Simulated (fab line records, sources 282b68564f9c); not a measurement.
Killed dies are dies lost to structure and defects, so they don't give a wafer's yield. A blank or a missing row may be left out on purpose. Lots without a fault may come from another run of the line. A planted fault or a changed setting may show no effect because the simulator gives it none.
fab line records | flow rit_cmos
record lots=5 wafers=15 last_day=7
route steps=202 shown PLDD@116 SPACER@125 NSD@131 PSD@142 SDANNEAL@153 SILICIDE@161 M1@202
lots that met no fault: from a run of the same line without faults
start_h: hours from the record's first day to the start of the lot's first wafer shown | wait_h: hours since the lot's step before | " the same as in the row above | L1.1+2: a row that stands for several wafers | - no value, or no start given | * or withheld: withheld | < > ~ a bound
route shown NAME@n: a module of which the file shows steps, and the number in the route of the first | usual: mean/standard deviation of fault-free wafers | same: alike in all rows | chamber/n: place in a boat | sites: the reading at each site | _std_site: their standard deviation | _edge_site: outer sites' mean less inner sites' | radius_mm: how far each site lies from the wafer's centre | mask NAME#n: copy n | behind: the tool/chamber that last shaped the wafer | hold: why the lot was held/for how many hours/how that ended | device: the transistor (n, p or np) that didn't switch | end of line: the same wafers' tests at the end of the route | a step without rows: its recipe alone | killed: dies lost to structure and defects at the first sort, not the wafer's yield | map: a wafer's dies, x killed, . not, _ none there
set.NAME: the setting as run; set.NAME@STEP: as run at that earlier step | model.NAME: the simulator's own value behind a step, which no gauge read
lots at some steps of the route; a table a step, a row a wafer
services: from which hour (start_h, from the record's first day; less than 0 if before it) a tool's chamber was out of use, for how many hours, and why
## steps
# step RIT_PLDD_SOFTBAKE_02
# recipe resist=NOVOLAK temp_c=90 time_s=60
# step RIT_PLDD_EXPOSE_03
# recipe mask_id=M8 na=0.57 target_cd_nm=40900 dose_mj=250
# step RIT_PLDD_PEB_04
# recipe resist=NOVOLAK temp_c=withheld time_s=withheld
# step RIT_PLDD_DEVELOP_05
# recipe resist=NOVOLAK develop_time_s=50 dev_temp_c=23
# step RIT_PLDD_OVL_MEAS_06
# usual PLDD_OVL=-1.0/1.2
# columns lot.wafer tool chamber start_h wait_h PLDD_OVL[nm]
L694.1 overlay-01 - 43.05 - -3.1
L694.2 " - " " -3.4
L694.6 " - " " -2.3
L696.2 overlay-01 - 54.38 - -0.6
L696.3 " - " " -1.8
L696.6 " - " " -0.4
L706.2 overlay-02 - 106.39 - -1.9
L706.3 " - " " -1.2
L706.6 " - " " -1.4
L713.2 overlay-01 - 138.95 - -0.9
L713.3 " - " " 0.7
L713.5 " - " " 0.7
L716.3 overlay-02 - 152.40 - -0.7
L716.4 " - " " -0.8
L716.5 " - " " -0.2
# step RIT_PLDD_HARDBAKE_07
# recipe resist=NOVOLAK temp_c=140 time_s=60
# step RIT_PLDD_IMPLANT_08
# recipe species=BF2 energy_kev=20 dose_cm2=9e+14 tilt_deg=7
# step RIT_PLDD_STRIP_09
# recipe chemistry=O2 time_s=180 resist=NOVOLAK platen_temp_c=withheld power_w=500 pressure_mtorr=4000 o2_flow_sccm=4000
# usual drypump_motor_current_A=5.3/0.47
# columns lot.wafer tool chamber start_h wait_h drypump_motor_current_A rf_hours_counter_h
L694.1 plasma_asher-03 0 43.39 0.1 4.7 38
L694.2 " 1 " " 5.9 38
L694.6 " 1 " " 5.9 -
L696.2 plasma_asher-01 1 54.71 0.1 5.6 42
L696.3 " 1 " " 5.5 -
L696.6 " 1 " " 5.6 -
L706.2 plasma_asher-03 1 106.72 0.1 5.9 45
L706.3 " 0 " " 4.7 -
L706.6 " 1 " " 5.9 -
L713.2 plasma_asher-01 0 139.28 0.1 5.3 51
L713.3 " 0 " " 5.3 -
L713.5 " 1 " " 5.5 -
L716.3 plasma_asher-02 0 152.78 0.1 5.7 -
L716.4 " 1 " " 4.7 -
L716.5 " 1 " " 4.8 -
# step RIT_PLDD_TW_MEAS_10
# usual PLDD_TW=2336/14
# columns lot.wafer tool chamber start_h wait_h PLDD_TW
L694.1 film_metro-04 - 43.56 0.1 2326
L694.2 " - " " 2334
L694.6 " - " " 2335
L696.2 film_metro-02 - 54.89 0.1 2335
L696.3 " - " " 2350
L696.6 " - " " 2340
L706.2 film_metro-04 - 106.91 0.1 2349
L706.3 " - " " 2329
L706.6 " - " " 2337
L713.2 film_metro-04 - 139.47 0.1 2313
L713.3 " - " " 2323
L713.5 " - " " 2318
L716.3 film_metro-04 - 152.92 0.1 2330
L716.4 " - " " 2337
L716.5 " - " " 2329
# step RIT_SPACER_CLEAN_00
# recipe chemistry=SC1 mix=3:3:50 time_s=600 temp_c=75
# step RIT_SPACER_CLEAN_01
# recipe chemistry=dHF dilution=50:1 time_s=30
# step RIT_SPACER_CLEAN_02
# recipe chemistry=SC2 mix=3:3:50 time_s=600 temp_c=75 dry=n2_spin
# step RIT_SPACER_CVD_03
# recipe material=Si3N4 target_thk_nm=250 temp_c=810 precursor=SiH2Cl2/NH3 time_s=3300 pressure_mtorr=300 sih2cl2_flow_sccm=60 nh3_flow_sccm=150
# usual pressure_mtorr=299.9/0.51
# columns lot.wafer tool chamber start_h wait_h pressure_mtorr model.Si3N4_of_SPACER_CVD_03.thk_nm
L694.1 lpcvd-01 1 43.99 0.0 299.8 246.2
L694.2 " 1 " " 299.7 246.5
L694.6 " 1 " " 299.1 248.3
L696.2 lpcvd-02 0 55.31 0.0 301.1 246.6
L696.3 " 0 " " 301.4 248.2
L696.6 " 0 " " 299.7 249.1
L706.2 lpcvd-01 0 107.58 0.2 359.7 261.6
L706.3 " 0 " " 359.5 259
L706.6 " 0 " " 359.3 261
L713.2 lpcvd-02 0 140.23 0.0 299.1 250.8
L713.3 " 0 " " 299.4 251.5
L713.5 " 0 " " 299.4 249.3
L716.3 lpcvd-02 0 153.36 0.0 299.8 252.6
L716.4 " 0 " " 298.9 252.6
L716.5 " 0 " " 298.8 251.6
# step RIT_SPACER_THK_MEAS_04
# recipe reads=Si3N4_of_SPACER_CVD_03
# usual SPACER_NITRIDE_THK=249.6/2.2
# columns lot.wafer tool chamber start_h wait_h SPACER_NITRIDE_THK[nm]
L694.1 film_metro-01 - 45.91 0.0 246.3
L694.2 " - " " 246.5
L694.6 " - " " 248.2
L696.2 film_metro-01 - 57.23 0.0 246.9
L696.3 " - " " 248.2
L696.6 " - " " 249.1
L706.2 film_metro-01 - 109.51 0.0 261.4
L706.3 " - " " 259.1
L706.6 " - " " 261.0
L713.2 film_metro-03 - 142.16 0.0 250.8
L713.3 " - " " 251.5
L713.5 " - " " 249.4
L716.3 film_metro-04 - 155.30 0.0 252.8
L716.4 " - " " 252.5
L716.5 " - " " 251.6
# step RIT_SPACER_ETCHBACK_05
# recipe target_depth_a=2500 SF6_flow_sccm=30 CHF3_flow_sccm=30 target=Si3N4 chemistry=SF6/CHF3 pressure_mtorr=40 rf_w=250 time_s=240 stop_on=SiO2
# usual drypump_motor_current_A=5.9/0.46 oes_product_au=0.847/0.013 throttle_valve_pct=10.34/0.13
# columns lot.wafer tool chamber start_h wait_h drypump_motor_current_A oes_product_au rf_hours_counter_h throttle_valve_pct model.etch.depth_nm
L694.1 rie_diel-03 3 45.97 0.1 6.0 0.854 7 10.39 246.2
L694.2 " 0 " " 6.5 0.829 47 10.49 246.5
L694.6 " 1 " " 5.7 0.861 - 10.14 248.3
L696.2 rie_diel-02 1 57.28 0.0 5.3 0.840 119 10.19 246.6
L696.3 " 3 " " 5.3 0.834 51 10.20 248.2
L696.6 " 0 " " 5.8 0.820 - 10.38 249.1
L706.2 rie_diel-01 1 109.56 0.0 6.6 0.857 115 10.18 261.6
L706.3 " 2 " " 5.5 0.862 133 10.29 259
L706.6 " 2 " " 5.5 0.870 - 10.29 261
L713.2 rie_diel-02 1 142.21 0.0 5.3 0.853 121 10.19 250.8
L713.3 " 3 " " 5.3 0.838 52 10.22 251.5
L713.5 " 1 " " 5.3 0.845 - 10.17 249.3
L716.3 rie_diel-02 0 155.34 0.0 5.8 0.873 1 10.36 252.6
L716.4 " 3 " " 5.3 0.851 52 10.20 252.6
L716.5 " 1 " " 5.3 0.855 - 10.18 251.6
# step RIT_NSD_HMDS_00
# recipe prime_time_s=60 prime_temp_c=140
# step RIT_NSD_COAT_01
# recipe resist=NOVOLAK spin_rpm=3250 resist_thk_nm=1000
# step RIT_NSD_SOFTBAKE_02
# recipe resist=NOVOLAK temp_c=90 time_s=60
# step RIT_NSD_EXPOSE_03
# recipe mask_id=M9 na=0.57 target_cd_nm=40700 dose_mj=250
# step RIT_NSD_PEB_04
# recipe resist=NOVOLAK temp_c=withheld time_s=withheld
# step RIT_NSD_DEVELOP_05
# recipe resist=NOVOLAK develop_time_s=50 dev_temp_c=23
# step RIT_NSD_OVL_MEAS_06
# usual NSD_OVL=0.2/1.5
# columns lot.wafer tool chamber start_h wait_h NSD_OVL[nm]
L694.1 overlay-01 - 46.97 - 1.1
L694.2 " - " " -0.1
L694.6 " - " " -0.8
L696.2 overlay-02 - 58.30 - 1.8
L696.3 " - " " 1.9
L696.6 " - " " 1.9
L706.2 overlay-01 - 110.56 - 1.6
L706.3 " - " " 1.7
L706.6 " - " " 2.0
L713.2 overlay-01 - 143.34 - -2.6
L713.3 " - " " -1.1
L713.5 " - " " -1.2
L716.3 overlay-01 - 156.35 - 1.8
L716.4 " - " " 2.5
L716.5 " - " " 2.5
# step RIT_NSD_HARDBAKE_07
# recipe resist=NOVOLAK temp_c=140 time_s=60
# step RIT_NSD_IMPLANT_08
# recipe species=P energy_kev=25 dose_cm2=1e+15 tilt_deg=7
# step RIT_NSD_STRIP_09
# recipe chemistry=O2 time_s=180 resist=NOVOLAK platen_temp_c=withheld power_w=500 pressure_mtorr=4000 o2_flow_sccm=4000
# usual drypump_motor_current_A=5.4/0.37
# columns lot.wafer tool chamber start_h wait_h drypump_motor_current_A rf_hours_counter_h
L694.1 plasma_asher-01 1 47.30 0.1 5.5 41
L694.2 " 0 " " 5.3 41
L694.6 " 0 " " 5.3 -
L696.2 plasma_asher-01 0 58.63 0.1 5.3 42
L696.3 " 1 " " 5.5 -
L696.6 " 0 " " 5.3 -
L706.2 plasma_asher-02 0 110.89 0.1 5.7 32
L706.3 " 1 " " 4.8 -
L706.6 " 1 " " 4.7 -
L713.2 plasma_asher-04 0 143.67 0.1 6.0 3
L713.3 " 1 " " 5.4 -
L713.5 " 1 " " 5.3 -
L716.3 plasma_asher-02 1 156.73 0.1 4.7 -
L716.4 " 0 " " 5.7 -
L716.5 " 1 " " 4.8 -
# step RIT_NSD_TW_MEAS_10
# usual NSD_TW=3112/17
# columns lot.wafer tool chamber start_h wait_h NSD_TW
L694.1 film_metro-01 - 47.48 0.1 3109
L694.2 " - " " 3096
L694.6 " - " " 3115
L696.2 film_metro-01 - 58.81 0.1 3112
L696.3 " - " " 3113
L696.6 " - " " 3122
L706.2 film_metro-02 - 111.08 0.1 3104
L706.3 " - " " 3104
L706.6 " - " " 3112
L713.2 film_metro-01 - 143.86 0.1 3106
L713.3 " - " " 3135
L713.5 " - " " 3129
L716.3 film_metro-02 - 156.87 0.1 3113
L716.4 " - " " 3093
L716.5 " - " " 3107
# step RIT_PSD_HMDS_00
# recipe prime_time_s=60 prime_temp_c=140
# step RIT_PSD_COAT_01
# recipe resist=NOVOLAK spin_rpm=3250 resist_thk_nm=1000
# step RIT_PSD_SOFTBAKE_02
# recipe resist=NOVOLAK temp_c=90 time_s=60
# step RIT_PSD_EXPOSE_03
# recipe mask_id=M10 na=0.57 target_cd_nm=40900 dose_mj=250
# step RIT_PSD_PEB_04
# recipe resist=NOVOLAK temp_c=withheld time_s=withheld
# step RIT_PSD_DEVELOP_05
# recipe resist=NOVOLAK develop_time_s=50 dev_temp_c=23
# step RIT_PSD_OVL_MEAS_06
# usual PSD_OVL=0.0/1.3
# columns lot.wafer tool chamber start_h wait_h PSD_OVL[nm]
L694.1 overlay-01 - 48.39 - -0.1
L694.2 " - " " 0.9
L694.6 " - " " -0.9
L696.2 overlay-01 - 59.84 - -0.1
L696.3 " - " " 1.3
L696.6 " - " " -0.1
L706.2 overlay-02 - 112.11 - -0.9
L706.3 " - " " -1.2
L706.6 " - " " -1.2
L713.2 overlay-02 - 144.89 - -0.6
L713.3 " - " " 0.7
L713.5 " - " " -0.4
L716.3 overlay-02 - 157.89 - -1.1
L716.4 " - " " 1.4
L716.5 " - " " 1.3
# step RIT_PSD_HARDBAKE_07
# recipe resist=NOVOLAK temp_c=140 time_s=60
# step RIT_PSD_IMPLANT_08
# recipe species=BF2 energy_kev=27 dose_cm2=5e+15 tilt_deg=7
# step RIT_PSD_STRIP_09
# recipe chemistry=O2 time_s=180 resist=NOVOLAK platen_temp_c=withheld power_w=500 pressure_mtorr=4000 o2_flow_sccm=4000
# usual drypump_motor_current_A=5.5/0.39
# columns lot.wafer tool chamber start_h wait_h drypump_motor_current_A rf_hours_counter_h
L694.1 plasma_asher-04 1 48.72 0.1 5.4 41
L694.2 " 0 " " 6.0 41
L694.6 " 0 " " 5.9 -
L696.2 plasma_asher-01 0 60.17 0.1 5.3 42
L696.3 " 1 " " 5.5 -
L696.6 " 0 " " 5.3 -
L706.2 plasma_asher-03 0 112.44 0.1 4.7 45
L706.3 " 1 " " 5.9 -
L706.6 " 0 " " 4.7 -
L713.2 plasma_asher-04 0 145.22 0.1 5.9 3
L713.3 " 1 " " 5.4 -
L713.5 " 1 " " 5.4 -
L716.3 plasma_asher-01 1 158.28 0.1 5.5 -
L716.4 " 0 " " 5.3 -
L716.5 " 0 " " 5.3 -
# step RIT_PSD_TW_MEAS_10
# usual PSD_TW=3413/19
# columns lot.wafer tool chamber start_h wait_h PSD_TW
L694.1 film_metro-02 - 48.90 0.1 3411
L694.2 " - " " 3420
L694.6 " - " " 3407
L696.2 film_metro-01 - 60.36 0.1 3433
L696.3 " - " " 3417
L696.6 " - " " 3447
L706.2 film_metro-02 - 112.62 0.1 3418
L706.3 " - " " 3434
L706.6 " - " " 3427
L713.2 film_metro-01 - 145.40 0.1 3406
L713.3 " - " " 3409
L713.5 " - " " 3397
L716.3 film_metro-04 - 158.41 0.1 3408
L716.4 " - " " 3417
L716.5 " - " " 3412
# step RIT_SDANNEAL_CLEAN_00
# recipe chemistry=SC1 mix=3:3:50 time_s=600 temp_c=75
# step RIT_SDANNEAL_CLEAN_01
# recipe chemistry=dHF dilution=50:1 time_s=30
# step RIT_SDANNEAL_CLEAN_02
# recipe chemistry=SC2 mix=3:3:50 time_s=600 temp_c=75 dry=n2_spin
# step RIT_SDANNEAL_RTA_03
# recipe temp_c=1050 time_s=5 idle_temp_c=600 ramp_up_c_per_s=342 ramp_down_c_per_s=171 cool_to_c=600 ambient=N2
# usual wafer_temp_C_max=1053.4/1.1
# columns lot.wafer tool chamber start_h wait_h wafer_temp_C_max
L694.1 rtp_anneal-02 0 49.36 0.0 1052.4
L694.2 " 0 " " 1053.2
L694.6 " 0 " " 1053.1
L696.2 rtp_anneal-02 0 60.82 0.0 1053.1
L696.3 " 0 " " 1053.4
L696.6 " 0 " " 1052.6
L706.2 rtp_anneal-02 0 113.07 0.0 1053.1
L706.3 " 0 " " 1053.8
L706.6 " 0 " " 1052.3
L713.2 rtp_anneal-01 0 145.83 0.0 1053.4
L713.3 " 0 " " 1054.2
L713.5 " 0 " " 1053.5
L716.3 rtp_anneal-02 0 159.19 0.0 1053.2
L716.4 " 0 " " 1054.4
L716.5 " 0 " " 1055.7
# step RIT_SDANNEAL_RS_MEAS_04
# recipe thk_meas_gauge=four-point-probe
# usual PSD_RS=115.88/0.29
# columns lot.wafer tool chamber start_h wait_h PSD_RS[ohm/sq]
L694.1 film_metro-02 - 49.42 0.0 115.79
L694.2 " - " " 116.17
L694.6 " - " " 116.10
L696.2 film_metro-04 - 60.89 0.1 116.06
L696.3 " - " " 116.39
L696.6 " - " " 116.20
L706.2 film_metro-02 - 113.14 0.1 116.11
L706.3 " - " " 115.88
L706.6 " - " " 116.06
L713.2 film_metro-02 - 145.90 0.1 116.19
L713.3 " - " " 116.03
L713.5 " - " " 116.08
L716.3 film_metro-04 - 159.27 0.1 115.77
L716.4 " - " " 115.84
L716.5 " - " " 115.73
# step RIT_SILICIDE_WET_ETCH_00
# recipe chemistry=BOE target=SiO2 target_depth_nm=14 time_s=15 dry=n2_spin dilution=10:1 temp_c=21.5
# columns lot.wafer tool chamber start_h wait_h model.Si3N4_of_SPACER_CVD_03.thk_nm
L694.1 wet_bench-04 2 49.90 0.1 192.3
L694.2 " 2 " " 192.2
L694.6 " 2 " " 193.4
L696.2 wet_bench-02 3 61.35 0.1 191.9
L696.3 " 3 " " 192.9
L696.6 " 3 " " 194.3
L706.2 wet_bench-01 3 113.60 0.1 203.2
L706.3 " 3 " " 202
L706.6 " 3 " " 204.1
L713.2 wet_bench-02 1 146.36 0.1 195.8
L713.3 " 1 " " 196.5
L713.5 " 1 " " 194.7
L716.3 wet_bench-02 1 159.71 0.1 197.7
L716.4 " 1 " " 196.8
L716.5 " 1 " " 196
# step RIT_M1_PROBE_99
# usual killed_at_contacts=0.0/0.18 killed_at_front_end=7/3.1 killed_dies=7/3.1 killed_open=3.2/2.1 killed_short=3.4/2
# same gross_dies=264 killed_at_M0_to_M3=0 killed_at_M4_up=0 killed_at_back_side=0 killed_at_other=0
# columns lot.wafer tool chamber start_h wait_h killed_at_contacts killed_at_front_end killed_dies killed_open killed_short model.etest.pplus_sal.width_nm model.etest.nplus_sal.width_nm model.etest.pwell_pinched.rs_ohm_sq model.etest.nwell_pinched.rs_ohm_sq model.etest.nmos_0p15.tox_inv_nm model.etest.diode_nplus_comb.cj_ff_um2
L694.1 prober-02 - 56.96 0.1 0 5 5 2 3 3449 3466 457.2 336.8 4.5 2.651
L694.2 prober-02 - 57.01 0.1 0 6 6 2 4 3461 3466 460.9 336.7 4.463 2.656
L694.6 prober-02 - 57.21 0.2 0 4 4 2 2 3471 3452 459.2 339.7 4.477 2.646
L696.2 prober-02 - 68.31 0.1 1 4 5 2 3 3453 3431 467.7 339.3 4.525 2.652
L696.3 prober-02 - 68.36 0.2 0 8 8 4 4 3472 3452 462.1 343.2 4.522 2.655
L696.6 prober-02 - 68.51 0.2 0 5 5 1 4 3464 3462 461.9 336.8 4.573 2.628
L706.2 prober-02 - 120.77 0.1 0 11 11 9 2 3413 3427 458.3 333.6 4.526 2.603
L706.3 prober-02 - 120.82 0.2 0 4 4 2 2 3385 3394 450.3 334 4.599 2.588
L706.6 prober-02 - 120.97 0.2 0 5 5 4 1 3399 3372 445.9 329.6 4.59 2.555
L713.2 prober-02 - 153.52 0.1 0 9 9 3 6 3445 3436 450.3 337.1 4.482 2.632
L713.3 prober-02 - 153.57 0.2 0 2 2 2 0 3439 3424 449.7 333.6 4.547 2.643
L713.5 prober-02 - 153.67 0.2 0 13 13 9 4 3424 3434 450.8 336.9 4.491 2.645
L716.3 prober-01 - 167.26 0.2 0 5 5 2 3 3436 3446 452.2 331.8 4.48 2.616
L716.4 prober-01 - 167.31 0.2 0 9 9 5 4 3455 3458 451.2 337.5 4.503 2.655
L716.5 prober-01 - 167.36 0.2 0 13 13 3 10 3432 3431 454.1 337.6 4.488 2.652
# killed by level:class
L694.1 FOX2:geometric_particle:short=1 GATE:geometric_particle:open=1 GATE:geometric_particle:short=1 SPACER:geometric_particle:open=1 SPACER:geometric_particle:short=1
L694.2 GATE:geometric_particle:short=2 FOX1:geometric_particle:open=1 FOX2:geometric_particle:short=1 GATE:geometric_particle:open=1 REOX:geometric_particle:short=1
L694.6 REOX:geometric_particle:short=2 GATE:geometric_particle:open=1 REOX:geometric_particle:open=1
L696.2 FOX2:geometric_particle:short=2 GATE:geometric_particle:short=1 SPACER:geometric_particle:open=1 CONTACT:geometric_particle:open=1
L696.3 FOX1:geometric_particle:open=2 FOX1:geometric_particle:short=1 GATE:geometric_particle:short=1 REOX:geometric_particle:open=1 REOX:geometric_particle:short=1 SPACER:geometric_particle:open=1 SILICIDE:geometric_particle:short=1
L696.6 GATE:geometric_particle:open=1 GATE:geometric_particle:short=1 REOX:geometric_particle:short=1 SPACER:geometric_particle:short=1 SILICIDE:geometric_particle:short=1
L706.2 GATE:geometric_particle:open=3 FOX1:geometric_particle:open=2 SPACER:geometric_particle:open=2 FOX2:geometric_particle:open=1 REOX:geometric_particle:short=1 REOX:geometric_particle:open=1 SPACER:geometric_particle:short=1
L706.3 FOX1:geometric_particle:open=2 FOX1:geometric_particle:short=2
L706.6 GATE:geometric_particle:open=2 GATE:geometric_particle:short=1 SPACER:geometric_particle:open=1 SILICIDE:geometric_particle:open=1
L713.2 GATE:geometric_particle:short=3 GATE:geometric_particle:open=3 REOX:geometric_particle:short=1 SPACER:geometric_particle:short=1 SILICIDE:geometric_particle:short=1
L713.3 GATE:geometric_particle:open=2
L713.5 SPACER:geometric_particle:open=3 FOX1:geometric_particle:short=2 GATE:geometric_particle:open=2 REOX:geometric_particle:open=2 FOX1:geometric_particle:open=1 FOX2:geometric_particle:open=1 GATE:geometric_particle:short=1 REOX:geometric_particle:short=1
L716.3 GATE:geometric_particle:short=2 GATE:geometric_particle:open=1 REOX:geometric_particle:open=1 REOX:geometric_particle:short=1
L716.4 GATE:geometric_particle:open=4 GATE:geometric_particle:short=2 FOX1:geometric_particle:open=1 SPACER:geometric_particle:short=1 SILICIDE:geometric_particle:short=1
L716.5 SILICIDE:geometric_particle:short=5 REOX:geometric_particle:short=3 GATE:geometric_particle:short=2 SILICIDE:geometric_particle:open=2 REOX:geometric_particle:open=1
## services
# columns tool chamber start_h hours kind
rie_diel-01 - 22.87 4.3 pm
wet_bench-04 - 31.99 6.5 repair
rie_diel-02 2 46.25 1.8 repair
rie_diel-03 - 63.17 1.2 repair
rie_diel-03 1 67.11 4.3 repair
rie_diel-03 0 69.56 6.8 repair
rie_diel-03 2 74.67 8.6 repair
rie_diel-03 0 83.14 16.3 repair
rie_diel-02 0 86.89 - clean
rie_diel-02 0 86.89 23.2 scheduled_down
rie_diel-02 0 86.89 23.2 vent_cycle
lpcvd-02 - 100.66 6.1 pm
plasma_asher-04 - 108.75 9.0 pm
plasma_asher-04 0 108.75 9.0 vent_cycle
plasma_asher-04 1 108.75 9.0 vent_cycle
plasma_asher-02 - 112.24 1.4 repair
plasma_asher-04 0 117.75 - clean
plasma_asher-04 1 117.75 - clean
rie_diel-02 1 119.97 2.4 repair
rie_diel-02 - 135.30 2.8 pm
plasma_asher-02 - 136.57 2.0 repair
plasma_asher-03 - 154.80 15.6 pm
## key
first_sign step=RIT_SPACER_CVD_03 reading=pressure_mtorr direction=up sigmas=99+ usual=299.9 struck=359.5
effect step=RIT_SPACER_THK_MEAS_04 reading=SPACER_NITRIDE_THK direction=up sigmas=4.9 usual=249.6 struck=260.5
model_effect step=RIT_SPACER_CVD_03 value=Si3N4_of_SPACER_CVD_03.thk_nm without=246.5 struck=260.5
model_effect step=RIT_SPACER_ETCHBACK_05 value=etch.depth_nm without=246.5 struck=260.5
model_effect step=RIT_SILICIDE_WET_ETCH_00 value=Si3N4_of_SPACER_CVD_03.thk_nm without=192.1 struck=203.1
model_effect step=RIT_M1_PROBE_99 value=etest.pplus_sal.width_nm without=3425 struck=3399
met_at RIT_SPACER_CVD_03
struck_wafers L706.2,L706.3,L706.6
tester_left_out L706
fault kind=process_parameter_drift tool=lpcvd-01 chamber=0 onset_h=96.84 steps=RIT_SPACER_CVD_03 channel=pressure_mtorr offset=60 shape=step end_h=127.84 acts_in=these_recipes_only stated=300
# tester_left_out: of these lots the tester's yield and bins aren't shown, on N5 and GAA mostly nor the transistor test; their killed dies are dies lost to structure and defects alone, not to doping, threshold or leakage, so they don't give the yield
